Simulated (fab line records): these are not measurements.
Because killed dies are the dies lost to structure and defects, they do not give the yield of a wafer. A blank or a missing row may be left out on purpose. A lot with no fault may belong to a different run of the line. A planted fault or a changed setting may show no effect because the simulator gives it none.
Split-lot trial :: flow berkeleyCmos170 :: 23 wafers read across 5 lots, on a route 331 steps long

ABOUT THE SPLIT
At UCB170_NWELL_CVD_04 (deposits Si3N4 from SiH2Cl2/NH3, target thk 224 nm, time 3360 s), the setting pressureMtorr was moved away from the recipe's 200 mTorr on 20 of the 23 wafers read, by -12.5% to +8.5%. All remaining wafers had this setting at the recipe value.

No step appears in the file between the split and the reading.

THE READING
NWELL_NITRIDE_THK in nanometres, read at UCB170_NWELL_THK_MEAS_05. Fault-free wafers of this fab line usually give 225.6 nm, standard deviation 2.2 nm.

wafer: L074.1
tool, chamber at the split: -, -
pressureMtorr as run, mTorr: 175
against the recipe: -12.5%
NWELL_NITRIDE_THK, nm: 214.7
against lot-mates on the recipe: no lot-mate on the recipe

wafer: L074.2
tool, chamber at the split: -, -
pressureMtorr as run, mTorr: 175
against the recipe: -12.5%
NWELL_NITRIDE_THK, nm: 216.3
against lot-mates on the recipe: no lot-mate on the recipe

wafer: L074.3
tool, chamber at the split: -, -
pressureMtorr as run, mTorr: 175
against the recipe: -12.5%
NWELL_NITRIDE_THK, nm: 215.7
against lot-mates on the recipe: no lot-mate on the recipe

wafer: L074.5
tool, chamber at the split: -, -
pressureMtorr as run, mTorr: 175
against the recipe: -12.5%
NWELL_NITRIDE_THK, nm: 215.1
against lot-mates on the recipe: no lot-mate on the recipe

wafer: L074.6
tool, chamber at the split: -, -
pressureMtorr as run, mTorr: 175
against the recipe: -12.5%
NWELL_NITRIDE_THK, nm: 215.9
against lot-mates on the recipe: no lot-mate on the recipe

wafer: L076.2
tool, chamber at the split: -, -
pressureMtorr as run, mTorr: 187.6
against the recipe: -6.2%
NWELL_NITRIDE_THK, nm: 223.1
against lot-mates on the recipe: no lot-mate on the recipe

wafer: L076.3
tool, chamber at the split: -, -
pressureMtorr as run, mTorr: 187.6
against the recipe: -6.2%
NWELL_NITRIDE_THK, nm: 223.1
against lot-mates on the recipe: no lot-mate on the recipe

wafer: L076.4
tool, chamber at the split: -, -
pressureMtorr as run, mTorr: 187.6
against the recipe: -6.2%
NWELL_NITRIDE_THK, nm: 223.4
against lot-mates on the recipe: no lot-mate on the recipe

wafer: L076.5
tool, chamber at the split: -, -
pressureMtorr as run, mTorr: 187.6
against the recipe: -6.2%
NWELL_NITRIDE_THK, nm: 222.1
against lot-mates on the recipe: no lot-mate on the recipe

wafer: L076.6
tool, chamber at the split: -, -
pressureMtorr as run, mTorr: 187.6
against the recipe: -6.2%
NWELL_NITRIDE_THK, nm: 221.9
against lot-mates on the recipe: no lot-mate on the recipe

wafer: L083.1
tool, chamber at the split: -, -
pressureMtorr as run, mTorr: 217
against the recipe: +8.5%
NWELL_NITRIDE_THK, nm: 226.8
against lot-mates on the recipe: no lot-mate on the recipe

wafer: L083.3
tool, chamber at the split: -, -
pressureMtorr as run, mTorr: 217
against the recipe: +8.5%
NWELL_NITRIDE_THK, nm: 229.1
against lot-mates on the recipe: no lot-mate on the recipe

wafer: L083.4
tool, chamber at the split: -, -
pressureMtorr as run, mTorr: 217
against the recipe: +8.5%
NWELL_NITRIDE_THK, nm: 231.9
against lot-mates on the recipe: no lot-mate on the recipe

wafer: L083.5
tool, chamber at the split: -, -
pressureMtorr as run, mTorr: 217
against the recipe: +8.5%
NWELL_NITRIDE_THK, nm: 227.9
against lot-mates on the recipe: no lot-mate on the recipe

wafer: L083.6
tool, chamber at the split: -, -
pressureMtorr as run, mTorr: 217
against the recipe: +8.5%
NWELL_NITRIDE_THK, nm: 228.9
against lot-mates on the recipe: no lot-mate on the recipe

wafer: L084.1
tool, chamber at the split: lpcvd-02, 0
pressureMtorr as run, mTorr: 200
against the recipe: recipe
NWELL_NITRIDE_THK, nm: 225.5
against lot-mates on the recipe: -

wafer: L084.3
tool, chamber at the split: lpcvd-02, 0
pressureMtorr as run, mTorr: 200
against the recipe: recipe
NWELL_NITRIDE_THK, nm: 227.0
against lot-mates on the recipe: -

wafer: L084.6
tool, chamber at the split: lpcvd-02, 0
pressureMtorr as run, mTorr: 200
against the recipe: recipe
NWELL_NITRIDE_THK, nm: 227.1
against lot-mates on the recipe: -

wafer: L085.1
tool, chamber at the split: -, -
pressureMtorr as run, mTorr: 215.4
against the recipe: +7.7%
NWELL_NITRIDE_THK, nm: 228.5
against lot-mates on the recipe: no lot-mate on the recipe

wafer: L085.2
tool, chamber at the split: -, -
pressureMtorr as run, mTorr: 215.4
against the recipe: +7.7%
NWELL_NITRIDE_THK, nm: 229.0
against lot-mates on the recipe: no lot-mate on the recipe

wafer: L085.4
tool, chamber at the split: -, -
pressureMtorr as run, mTorr: 215.4
against the recipe: +7.7%
NWELL_NITRIDE_THK, nm: 228.8
against lot-mates on the recipe: no lot-mate on the recipe

wafer: L085.5
tool, chamber at the split: -, -
pressureMtorr as run, mTorr: 215.4
against the recipe: +7.7%
NWELL_NITRIDE_THK, nm: 229.1
against lot-mates on the recipe: no lot-mate on the recipe

wafer: L085.6
tool, chamber at the split: -, -
pressureMtorr as run, mTorr: 215.4
against the recipe: +7.7%
NWELL_NITRIDE_THK, nm: 230.4
against lot-mates on the recipe: no lot-mate on the recipe

THE FIT
A straight line over all 23 wafers: NWELL_NITRIDE_THK changes by +0.604 nm for each +1% of pressureMtorr; r = +0.95; the points scatter about the line by 1.8 nm.
Too few moved wafers have a lot-mate on the recipe to fit a line with each lot's own level taken away.

THE WHOLE CHAIN: every reading that the file lists as answering this split, in the file's order
step: UCB170_NWELL_CVD_04
what it does: deposits Si3N4 from SiH2Cl2/NH3, target thk 224 nm, time 3360 s
reading: Si3N4_of_NWELL_CVD_04.thkNm (the simulator's own value, which no gauge read)
change (the file's fit): +0.602 nm for each +1% of the setting
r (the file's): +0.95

step: UCB170_NWELL_THK_MEAS_05
what it does: 
reading: NWELL_NITRIDE_THK
change (the file's fit): +0.604 for each +1% of the setting
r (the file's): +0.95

THE FILE'S OWN FIT
NWELL_NITRIDE_THK changes by +0.604 nm for each +1% of pressureMtorr, r = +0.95.
